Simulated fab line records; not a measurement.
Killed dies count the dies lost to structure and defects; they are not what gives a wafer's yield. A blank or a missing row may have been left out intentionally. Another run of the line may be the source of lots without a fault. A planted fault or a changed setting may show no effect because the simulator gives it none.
One fault seen from 2 desks | flow berkeley cmos170 | numbers are kept per desk, each desk with only its own; the story behind them comes last

THE TOOL OWNER'S DESK: rie diel-01
The tool's own readings at UCB170_V2_ETCH_14 (etches SiO2 in CHF3/CF4/Ar, stops on Al, target depth 1250 nm, time 291 s): means of the sampled wafers that have a number, for each lot that ran on this tool. A lot is out of limits, marked OUT, if its mean lies more than 4 standard deviations from the usual mean; the brackets give that distance.
Columns: A = CHF3_flow_sccm at UCB170_V2_ETCH_14, usual 45.00 sccm; B = drypump motor current A at UCB170_V2_ETCH_14, usual 5.8 A; C = mfc ar sccm at UCB170_V2_ETCH_14, usual 150.0 sccm; D = oes product au at UCB170_V2_ETCH_14, usual 0.867 a.u.; E = rf fwd power W at UCB170_V2_ETCH_14, usual 698.2 W; F = throttle valve pct at UCB170_V2_ETCH_14, usual 6.94 %
lot  | first seen here | A     | B   | C     | D     | E               | F
L295 | day 7 15:01     | 45.04 | 5.7 | 150.7 | 0.881 | 698.3           | 6.90
L296 | day 7 18:08     | 45.11 | 6.1 | 150.1 | 0.877 | 696.9           | 6.92
L298 | day 8 05:31     | 45.00 | 5.4 | 150.6 | 0.872 | 697.9           | 6.92
L297 | day 8 09:41     | 44.94 | 6.1 | 150.2 | 0.882 | 698.8           | 6.93
L300 | day 9 00:58     | 44.98 | 5.8 | 150.0 | 0.867 | 671.2 (-13) OUT | 6.95
Finding of this desk: L300 out of limits; the first was L300 at day 9 00:58, on rf fwd power W at UCB170_V2_ETCH_14. Within limits: L295, L296, L298, L297.

AT THE METROLOGY DESK
What the gauges read, lot by lot, whatever tool the lot ran on: means of the sampled wafers that have a number. A lot is out of limits, marked OUT, if its mean lies more than 4 standard deviations from the usual mean; the brackets give that distance.
Columns: A = V2_BOW at UCB170_V2_BOW_MEAS_03, usual 35 um; B = V2_OVL at UCB170_V2_OVL_MEAS_13, usual -3 nm
lot  | first seen here | A  | B
L294 | day 7 05:08     | 35 | 3
L295 | day 7 13:03     | 40 | -2
L296 | day 7 16:31     | 34 | -8
L298 | day 8 03:59     | 41 | -5
L297 | day 8 07:49     | 40 | -1
L302 | day 8 12:20     | 37 | -8
L301 | day 8 12:48     | 32 | -5
L300 | day 8 22:30     | 39 | -5
L310 | day 11 09:41    | 34 | -4
L309 | day 11 09:56    | 42 | -2
L311 | day 11 10:12    | 30 | -6
L314 | day 11 16:55    | 35 | -1
L315 | day 12 10:49    | 31 | 2
This desk found nothing out of limits on any of the 13 lots.

PUT TOGETHER
The tool owner's desk could have raised an alarm at day 9 00:58, on L300.
At the metrology desk, nothing out of limits was observed.
The metrology desk holds a record of L300, inside its limits.
All the named lots went through UCB170_V2_ETCH_14 on rie diel-01.

WHAT THE SIMULATOR PUT IN
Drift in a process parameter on rie diel-01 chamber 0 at UCB170_V2_ETCH_14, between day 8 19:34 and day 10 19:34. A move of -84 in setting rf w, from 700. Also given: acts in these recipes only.
Shown lots that were struck: L300.
Hours from the fault's start to each desk's first reading out of limits: the tool owner's desk, 5.
